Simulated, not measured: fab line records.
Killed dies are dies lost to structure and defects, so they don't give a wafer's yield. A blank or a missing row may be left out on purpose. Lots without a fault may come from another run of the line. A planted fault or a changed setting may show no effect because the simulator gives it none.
A struck lot beside a sound one ; flow berkeleyCmos170 ; 18 out of 331 route steps
Sound: the wafers L903.4, L903.5, L903.6. The struck wafers were L906.1, L906.3, L906.4. The cause is named last.
Order at every step that has rows: each side's tool, ch and its chambers, its first start. Under that, the readings that differ: sound wafers ; struck wafers ; difference of the means ; sigmas: that difference in standard deviations of wafers without a fault.
alike: words and numbers the same on both sides, and readings whose means are apart by under 2 such deviations; not compared: readings that were withheld, readings missing a value for some wafer, numbers with overlapping values and no deviation given by the record, and bounds like >300 which may hide the same value.
Wherever a step has rows on one side only, a row that says differs or no value, or a row with sigmas, the two part there. Numbers that don't overlap but have no deviation are shown without sigmas and don't part them. Lack of a reading on every wafer of one side parts them only where that side has two or more wafers.

first, 2 steps without rows for these wafers: UCB170_GATE_PEB_10; UCB170_GATE_DEVELOP_11 (develop time 45 s).
UCB170_GATE_CD_MEAS_12: the cd target is 350 nm.
  sound on cdSem-02, day 7 21:04; struck on cdSem-01, day 8 11:03
  alike: cdNm
UCB170_GATE_OVL_MEAS_13:
  sound on overlay-02, day 7 21:08; struck on overlay-01, day 8 11:10
  alike: GATE_OVL
UCB170_GATE_ETCH_14: etches BARC in N2/H2.
  sound on rieDiel-04 ch 1,2,3, day 7 21:11; struck on rieDiel-03 ch 0,1,2, day 8 11:12
  alike: drypumpMotorCurrentA, oesProductAu, throttleValvePct
UCB170_GATE_ETCH_15: etches poly-Si in HBr/Cl2, stops on SiO2, time 56.3 s, target depth 278.2 nm.
  sound on rieSi-01 ch 0,1,3, day 7 21:12; struck on rieSi-01 ch 0,2,3, day 8 11:14
  alike: drypumpMotorCurrentA, oesProductAu, throttleValvePct
  not compared: rfHoursCounterH
UCB170_GATE_STRIP_16: strips in O2.
  sound on plasmaAsher-03 ch 0,1, day 7 21:17; struck on plasmaAsher-01 ch 0,1, day 8 11:17
  alike: drypumpMotorCurrentA, o2FlowSccm, oesProductAu
  not compared: rfHoursCounterH
UCB170_GATE_CD_MEAS_90: the cd target is 350 nm.
  sound on cdSem-02, day 7 21:25; struck on cdSem-01, day 8 11:23
  alike: cdNm
then, 4 steps without rows for these wafers: UCB170_GATE_CLEAN_17 (cleans in SPM, time 600 s); UCB170_PLDD_HMDS_00 (prime time 60 s); UCB170_PLDD_COAT_01 (resist thk 900 nm); UCB170_PLDD_SOFTBAKE_02 (time 60 s).
UCB170_PLDD_EXPOSE_03: exposes mask PSELECT, target cd 1200 nm.
  sound on krfScanner-01 ch 0, day 7 22:09; struck on krfScanner-01 ch 0, day 8 12:52
reading;sound;struck;difference;sigmas
model.PLDD.overlayXNm (nm);-0.7376 -0.7376 -0.7376;321.1 321.1 321.1;+321.8;
  alike: mask, reticleTempC
then, 2 steps without rows for these wafers: UCB170_PLDD_PEB_04; UCB170_PLDD_DEVELOP_05 (develop time 45 s).
UCB170_PLDD_CD_MEAS_06: the cd target is 1200 nm.
  sound on cdSem-02, day 7 22:47; struck on cdSem-01, day 8 13:32
  alike: cdNm
UCB170_PLDD_OVL_MEAS_07:
  sound on overlay-01, day 7 22:52; struck on overlay-02, day 8 13:55
reading;sound;struck;difference;sigmas
PLDD_OVL (nm);7 7 11;334 322 336;+322;+56
  not compared: hold
UCB170_M3_PROBE_99:
  sound wafers here have rows in the record (prober-02, day 9 11:25); struck ones have none

## WHERE THEY PART
At UCB170_PLDD_OVL_MEAS_07 first; at UCB170_M3_PROBE_99 last (within this record only).

WHY: the cause the simulator had injected
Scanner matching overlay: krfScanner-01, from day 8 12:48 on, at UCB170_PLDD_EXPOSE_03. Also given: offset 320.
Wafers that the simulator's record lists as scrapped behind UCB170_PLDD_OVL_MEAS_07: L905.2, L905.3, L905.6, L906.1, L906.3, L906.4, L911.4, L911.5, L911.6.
